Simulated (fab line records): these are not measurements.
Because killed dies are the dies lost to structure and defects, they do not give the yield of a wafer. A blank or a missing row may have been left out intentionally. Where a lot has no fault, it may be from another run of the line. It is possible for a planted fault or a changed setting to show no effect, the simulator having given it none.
A struck lot beside a sound one -- flow berkeley-cmos170 -- 16 steps out of a route of 331
Sound: these wafers, L371.2, L371.3, L371.5. The struck wafers were L383.1, L383.4, L383.5. The cause comes at the end.
Per side, at each step with rows, come the tool, then ch with its chambers, and then its first start. Under that, the readings that differ: sound wafers -- struck wafers -- difference of the means -- sigmas: that difference in standard deviations of wafers without a fault.
alike: same words and numbers on both sides, and readings whose means sit less than 2 such deviations apart. not compared: any withheld reading, any reading some wafer has no value for, any bound like >300 that may hide the same value, and any number with overlapping values for which the record gives no deviation.
Wherever a step has rows on one side only, a row that says differs or no value, or a row with sigmas, the two part there. When numbers do not overlap yet have no deviation, they are printed without sigmas and do not part them. Lack of a reading on every wafer of one side parts them only where that side has two or more wafers.

first, 2 steps without rows for these wafers: UCB170_FIELD_CLEAN_00 (cleans in dHF, time 7.5 s); UCB170_FIELD_OXIDATION_01 (target thk 558.3 nm, ox time 7200 s).
UCB170_FIELD_THK_MEAS_02:
  struck on film-metro-02, day 8 19:40; sound on film-metro-03, day 6 06:40
  alike: FIELD_OXIDE_THK
then, 4 steps without rows for these wafers: UCB170_FIELD_ANNEAL_03 (time 1200 s); UCB170_FIELD_WET_ETCH_04 (etches SiO2 in dHF, time 60 s); UCB170_FIELD_WET_ETCH_05 (etches Si3N4 in H3PO4, time 12600 s); UCB170_FIELD_WET_ETCH_06 (etches SiO2 in BOE, time 22 s).
UCB170_FIELD_THK_MEAS_90:
  struck on film-metro-03, day 9 02:22; sound on film-metro-03, day 6 16:21
  alike: FIELD_OXIDE_LEFT_1_THK
then, 2 steps without rows for these wafers: UCB170_SACOX_CLEAN_00 (cleans in dHF, time 7.5 s); UCB170_SACOX_OXIDATION_01 (target thk 14.4 nm, ox time 2400 s).
UCB170_SACOX_THK_MEAS_02:
  struck on film-metro-01, day 9 06:26; sound on film-metro-04, day 6 22:01
  alike: SACOX_OXIDE_THK
then, 1 step without rows for these wafers: UCB170_SCREENOX_WET_ETCH_00 (etches SiO2 in dHF, time 200 s).
UCB170_SCREENOX_OXIDATION_01: target thk 14.4 nm, ox time 2400 s.
  sound on furnace-02 ch 0, day 7 03:07; struck on furnace-03 ch 0, day 9 13:52
  alike: ox-temp-c-max
UCB170_SCREENOX_THK_MEAS_02:
  struck on film-metro-04, day 9 15:32; sound on film-metro-03, day 7 04:47
reading,sound,struck,difference,sigmas
SCREENOX_OXIDE_THK (nm),14.49 14.36 14.68,22.92 23.05 22.82,+8.42,+30
then, 1 step without rows for these wafers: UCB170_SCREENOX_ANNEAL_03 (time 900 s).
UCB170_M3_PROBE_99:
  rows exist in the record for the sound wafers here (prober-02, day 9 23:26), none for the struck ones

## WHERE THEY PART
At UCB170_SCREENOX_THK_MEAS_02 first; at UCB170_M3_PROBE_99 last (within this record only).

WHY: what the simulator had put in
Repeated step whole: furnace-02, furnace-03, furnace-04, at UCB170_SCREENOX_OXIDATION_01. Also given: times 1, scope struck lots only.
